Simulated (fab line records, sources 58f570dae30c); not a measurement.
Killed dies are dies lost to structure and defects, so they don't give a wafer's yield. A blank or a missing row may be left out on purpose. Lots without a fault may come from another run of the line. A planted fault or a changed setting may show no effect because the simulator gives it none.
fab line records | flow berkeley_cmos170
record lots=5 wafers=23
route steps=331 shown M3@310
start_h: hours from the record's first day to the start of the lot's first wafer shown | wait_h: hours since the lot's step before | " the same as in the row above | L1.1+2: a row that stands for several wafers | - no value, or no start given | * or withheld: withheld | < > ~ a bound
route shown NAME@n: a module of which the file shows steps, and the number in the route of the first | usual: mean/standard deviation of fault-free wafers | same: alike in all rows | chamber/n: place in a boat | sites: the reading at each site | _std_site: their standard deviation | _edge_site: outer sites' mean less inner sites' | radius_mm: how far each site lies from the wafer's centre | mask NAME#n: copy n | behind: the tool/chamber that last shaped the wafer | hold: why the lot was held/for how many hours/how that ended | device: the transistor (n, p or np) that didn't switch | end of line: the same wafers' tests at the end of the route | a step without rows: its recipe alone | killed: dies lost to structure and defects at the first sort, not the wafer's yield | map: a wafer's dies, x killed, . not, _ none there
set.NAME: the setting as run; set.NAME@STEP: as run at that earlier step | model.NAME: the simulator's own value behind a step, which no gauge read
lots whose settings were changed on purpose; a table a step, a row a wafer
## steps
# step UCB170_M3_SPUTTER_01
# recipe material=Al target_thk_nm=900 time_s=120 power_w=6000 chamber_pressure_pa=0.5
# columns lot.wafer tool chamber start_h wait_h set.power_w model.Al_of_M3_SPUTTER_01.thk_nm
L076.1 pvd_sputter-04 - 185.46 0.0 6000 898.5
L076.2 " - " " 6500 975.6
L076.4 " - " " 6500 977.5
L076.5 " - " " 6000 886.6
L076.6 " - " " 6000 911.1
L074.2 pvd_sputter-01 - 190.00 0.0 6000 889.8
L074.3 " - " " 6000 883.8
L074.5 " - " " 6000 886.6
L081.2 pvd_sputter-04 - 217.40 0.0 6619 991.8
L081.3 " - " " 6000 906
L081.4 " - " " 6619 988.7
L081.5 " - " " 6000 905.3
L081.6 " - " " 6619 1005
L080.1 pvd_sputter-02 - 217.73 0.0 6185 920.9
L080.3 " - " " 6000 897.2
L080.4 " - " " 6000 893.5
L080.5 " - " " 6185 912.9
L080.6 " - " " 6000 884.8
L083.1 pvd_sputter-01 - 224.79 0.0 6211 925
L083.2 " - " " 6000 899.8
L083.3 " - " " 6000 900.1
L083.5 " - " " 6000 893.2
L083.6 " - " " 6211 931.3
# step UCB170_M3_RS_MEAS_02
# recipe thk_meas_gauge=four-point-probe reads=Al_of_M3_SPUTTER_01
# usual M3_AL_RS=0.0323/0.00032
# columns lot.wafer tool chamber start_h wait_h set.power_w@M3_SPUTTER_01 M3_AL_RS[ohm/sq]
L076.1 film_metro-04 - 185.55 0.0 6000 0.0323
L076.2 " - " " 6500 0.0297
L076.4 " - " " 6500 0.0296
L076.5 " - " " 6000 0.0327
L076.6 " - " " 6000 0.0319
L074.2 film_metro-01 - 190.10 0.1 6000 0.0324
L074.3 " - " " 6000 0.0327
L074.5 " - " " 6000 0.0326
L081.2 film_metro-02 - 217.51 0.1 6619 0.0292
L081.3 " - " " 6000 0.0320
L081.4 " - " " 6619 0.0293
L081.5 " - " " 6000 0.0320
L081.6 " - " " 6619 0.0288
L080.1 film_metro-01 - 217.81 0.0 6185 0.0314
L080.3 " - " " 6000 0.0322
L080.4 " - " " 6000 0.0323
L080.5 " - " " 6185 0.0317
L080.6 " - " " 6000 0.0326
L083.1 film_metro-01 - 224.87 0.0 6211 0.0313
L083.2 " - " " 6000 0.0321
L083.3 " - " " 6000 0.0321
L083.5 " - " " 6000 0.0324
L083.6 " - " " 6211 0.0311
# step UCB170_M3_THK_MEAS_03
# recipe thk_meas_gauge=xrf reads=Al_of_M3_SPUTTER_01
# usual M3_AL_THK=887/10
# columns lot.wafer tool chamber start_h wait_h set.power_w@M3_SPUTTER_01 M3_AL_THK[nm]
L076.1 film_metro-04 - 185.67 0.1 6000 892
L076.2 " - " " 6500 970
L076.4 " - " " 6500 978
L076.5 " - " " 6000 877
L076.6 " - " " 6000 900
L074.2 film_metro-01 - 190.21 0.1 6000 876
L074.3 " - " " 6000 870
L074.5 " - " " 6000 870
L081.2 film_metro-02 - 217.62 0.1 6619 976
L081.3 " - " " 6000 893
L081.4 " - " " 6619 974
L081.5 " - " " 6000 891
L081.6 " - " " 6619 990
L080.1 film_metro-01 - 217.93 0.1 6185 907
L080.3 " - " " 6000 881
L080.4 " - " " 6000 880
L080.5 " - " " 6185 900
L080.6 " - " " 6000 868
L083.1 film_metro-01 - 224.99 0.1 6211 909
L083.2 " - " " 6000 885
L083.3 " - " " 6000 885
L083.5 " - " " 6000 879
L083.6 " - " " 6211 914
# step UCB170_M3_PEB_13
# recipe peb_temp_c=130 peb_time_s=withheld resist=KrF
# columns lot.wafer tool chamber start_h wait_h set.peb_temp_c
L076.1+2+4+5+6 litho_track-03 0 187.50 0.4 130
L074.2+3+5 litho_track-04 0 192.04 0.4 130
L081.2+3 litho_track-03 0 219.38 0.4 126.4
L081.4+5+6 " 0 " " 130
L080.1+4 litho_track-03 0 219.63 0.1 130
L080.3+5+6 " 0 " " 133.5
L083.1+2+3 litho_track-04 0 226.70 0.1 130
L083.5+6 " 0 " " 127.8
# step UCB170_M3_DEVELOP_14
# recipe developer=TMAH develop_time_s=45 resist=KrF dev_temp_c=21
# step UCB170_M3_CD_MEAS_15
# recipe target_cd_nm=700
# usual cd_nm=699.6/1.4
# columns lot.wafer tool chamber start_h wait_h set.peb_temp_c@M3_PEB_13 cd_nm
L076.1 cd_sem-02 - 187.78 - 130 698.1
L076.2 " - " " 130 698.1
L076.4 " - " " 130 698.1
L076.5 " - " " 130 698.2
L076.6 " - " " 130 698.2
L074.2 cd_sem-01 - 192.31 - 130 698.7
L074.3 " - " " 130 698.2
L074.5 " - " " 130 698.2
L081.2 cd_sem-01 - 219.65 - 126.4 726.8
L081.3 " - " " 126.4 726.8
L081.4 " - " " 130 698.5
L081.5 " - " " 130 698.6
L081.6 " - " " 130 699.5
L080.1 cd_sem-01 - 219.91 - 130 699.1
L080.3 " - " " 133.5 679.3
L080.4 " - " " 130 700.3
L080.5 " - " " 133.5 679.2
L080.6 " - " " 133.5 678.7
L083.1 cd_sem-01 - 226.98 - 130 701.3
L083.2 " - " " 130 702.9
L083.3 " - " " 130 701.6
L083.5 " - " " 127.8 716.9
L083.6 " - " " 127.8 717.5
# step UCB170_M3_ETCH_17
# recipe chemistry=N2/H2 target_depth_a=withheld overetch_a=withheld target=BARC time_s=withheld source_w=500 bias_w=100 pressure_mtorr=30 n2_flow_sccm=100 h2_flow_sccm=200
# columns lot.wafer tool chamber start_h wait_h set.peb_temp_c@M3_PEB_13 model.M3.cd_nm
L076.1 rie_diel-02 3 187.93 0.0 130 698.4
L076.2 " 2 " " 130 698
L076.4 " 0 " " 130 697.4
L076.5 " 1 " " 130 697.8
L076.6 " 0 " " 130 697
L074.2 rie_diel-01 2 192.44 0.0 130 698.7
L074.3 " 3 " " 130 698
L074.5 " 3 " " 130 697.9
L081.2 rie_diel-02 2 219.79 0.0 126.4 726.8
L081.3 " 0 " " 126.4 726.5
L081.4 " 3 " " 130 698.6
L081.5 " 3 " " 130 698.9
L081.6 " 2 " " 130 699.4
L080.1 rie_diel-01 2 220.07 0.0 130 699.5
L080.3+5+6 " 2,2,0 " " 133.5 679.6
L080.4 " 0 " " 130 700.4
L083.1 rie_diel-02 2 227.14 0.0 130 701.3
L083.2 " 0 " " 130 701.9
L083.3 " 1 " " 130 701
L083.5 " 0 " " 127.8 717.1
L083.6 " 3 " " 127.8 717.8
# step UCB170_M3_METAL_ETCH_18
# recipe chemistry=Cl2/BCl3 target=Al stop_on=SiO2 pressure_mtorr=12 target_depth_a=11700 over_etch_frac=0.3 time_s=195 icp_w=600 bias_w=120 Cl2_flow_sccm=90 bcl3_flow_sccm=45
# columns lot.wafer tool chamber start_h wait_h set.power_w@M3_SPUTTER_01 model.M3.feature_depth_nm model.etch.depth_nm
L076.1 rie_metal-02 1 187.98 - 6000 954.7 898.5
L076.2+4 " 0,1 " " 6500 - -
L076.5 " 1 " " 6000 943 886.6
L076.6 " 0 " " 6000 965.4 911.1
L074.2 rie_metal-03 0 192.48 - 6000 944.7 889.8
L074.3 " 1 " " 6000 940.8 883.8
L074.5 " 0 " " 6000 941.3 886.6
L081.2+4+6 rie_metal-04 0,1,1 219.83 - 6619 - -
L081.3 " 0 " " 6000 959.6 906
L081.5 " 0 " " 6000 959.6 905.3
L080.1 rie_metal-02 1 220.13 - 6185 976.2 920.9
L080.3 " 0 " " 6000 951.2 897.2
L080.4 " 1 " " 6000 948.8 893.5
L080.5 " 0 " " 6185 966.4 912.9
L080.6 " 1 " " 6000 939.8 884.8
L083.1 rie_metal-02 0 227.18 - 6211 978.7 925
L083.2 " 1 " " 6000 955.3 899.8
L083.3 " 0 " " 6000 954.3 900.1
L083.5 " 0 " " 6000 947.2 893.2
L083.6 " 1 " " 6211 986.4 931.3
# step UCB170_M3_STRIP_19
# recipe chemistry=O2 power_w=400 pressure_mtorr=3500 platen_temp_c=withheld o2_flow_sccm=400 overash_fraction=0.5
# step UCB170_M3_CD_MEAS_90
# recipe target_cd_nm=700
# usual cd_nm=702/3.4
# columns lot.wafer tool chamber start_h wait_h set.peb_temp_c@M3_PEB_13 cd_nm
L076.1 cd_sem-01 - 188.33 0.1 130 707
L076.2 " - " " 130 695
L076.4 " - " " 130 703
L076.5 " - " " 130 706
L076.6 " - " " 130 699
L074.2 cd_sem-02 - 192.79 0.1 130 700
L074.3 " - " " 130 700
L074.5 " - " " 130 698
L081.2 cd_sem-02 - 220.14 0.1 126.4 726
L081.3 " - " " 126.4 727
L081.4 " - " " 130 702
L081.5 " - " " 130 699
L081.6 " - " " 130 701
L080.1 cd_sem-01 - 220.42 0.1 130 705
L080.3 " - " " 133.5 678
L080.4 " - " " 130 704
L080.5 " - " " 133.5 678
L080.6 " - " " 133.5 687
L083.1 cd_sem-02 - 227.46 0.1 130 701
L083.2 " - " " 130 711
L083.3 " - " " 130 702
L083.5 " - " " 127.8 719
L083.6 " - " " 127.8 728
## key
split step=UCB170_M3_SPUTTER_01 setting=power_w stated=6000 by=wafer
response step=UCB170_M3_SPUTTER_01 reading=model.Al_of_M3_SPUTTER_01.thk_nm change=+8.89 per=1% r=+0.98
response step=UCB170_M3_RS_MEAS_02 reading=M3_AL_RS change=-0.000291 per=1% r=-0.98
response step=UCB170_M3_THK_MEAS_03 reading=M3_AL_THK change=+9.05 per=1% r=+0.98
response step=UCB170_M3_METAL_ETCH_18 reading=model.M3.feature_depth_nm change=+8.35 per=1% r=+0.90
response step=UCB170_M3_METAL_ETCH_18 reading=model.etch.depth_nm change=+8.43 per=1% r=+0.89
split step=UCB170_M3_PEB_13 setting=peb_temp_c stated=130 by=wafer
response step=UCB170_M3_CD_MEAS_15 reading=cd_nm change=-8.92 per=1% r=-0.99
response step=UCB170_M3_ETCH_17 reading=model.M3.cd_nm change=-8.92 per=1% r=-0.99
response step=UCB170_M3_CD_MEAS_90 reading=cd_nm change=-9.42 per=1% r=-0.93
